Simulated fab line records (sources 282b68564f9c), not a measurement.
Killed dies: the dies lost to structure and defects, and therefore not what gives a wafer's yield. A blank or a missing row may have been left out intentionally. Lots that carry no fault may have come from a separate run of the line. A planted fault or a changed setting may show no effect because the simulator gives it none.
Which tool was responsible? ; flow ritCmos ; 21 wafers from 7 lots sampled at 2 of the route's 202 steps

WHAT THE GAUGES READ, wafer by wafer
RIT_WELLDRIVE_RS_MEAS_02: measurement is done with a four-point probe.
lot;measured;on;PWELL_RS (ohm/sq)
L153;day 3 03:00;filmMetro-01;429.8 430.2 429.6
L155;day 3 11:34;filmMetro-01;429.0 430.1 430.1
L158;day 4 03:37;filmMetro-01;431.0 432.4 431.4
L160;day 4 14:31;filmMetro-02;443.2 442.9 443.4
L163;day 5 02:55;filmMetro-04;427.1 428.4 427.8
L170;day 6 17:35;filmMetro-04;428.4 429.2 428.8
L172;day 6 23:43;filmMetro-01;433.0 432.0 432.6

TOOL THAT RAN EACH LOT (tool first, then ch and the chambers of the sampled wafers, then the start)
lot;RIT_PWELL_IMPLANT_08
L153;implanter-01 ch 0, day 2 21:16
L155;implanter-04 ch 0, day 3 05:58
L158;implanter-02 ch 0, day 3 21:23
L160;implanter-04 ch 0, day 4 08:37
L163;implanter-01 ch 0, day 4 21:20
L170;implanter-01 ch 0, day 6 11:32
L172;implanter-01 ch 0, day 6 17:45
- RIT_PWELL_IMPLANT_08

THE ANSWER, worked out from the rows above alone
Rule: the usual values come from the lots themselves. The widest of any qualifying gaps counts: lots, ordered by their means at a reading, are off when they make up no more than a third of the lots, leave a main group of 4 or more, and stand apart from it by 3 or more times the standard deviation of that group's means. A main group is skipped when, at the precision printed for the reading in the tables above, its means are all equal. A lot without any number at a reading at which 4 lots or more have one is off too. All remaining lots with rows at the step are treated as sound.
Off: L160, at RIT_WELLDRIVE_RS_MEAS_02 (PWELL_RS). The main group: mean 430.1 ohm/sq, standard deviation 1.6.
If a tool, at a process step before that reading, ran all the lots that are off and no sound lot after the first of them, it fits. Gauges at RIT_WELLDRIVE_RS_MEAS_02: tried the same way as those tools. Can't be told from this: 2 tools fit, implanter-04 at RIT_PWELL_IMPLANT_08, filmMetro-02 at RIT_WELLDRIVE_RS_MEAS_02.

WHAT HAD BEEN PUT IN BY THE SIMULATOR
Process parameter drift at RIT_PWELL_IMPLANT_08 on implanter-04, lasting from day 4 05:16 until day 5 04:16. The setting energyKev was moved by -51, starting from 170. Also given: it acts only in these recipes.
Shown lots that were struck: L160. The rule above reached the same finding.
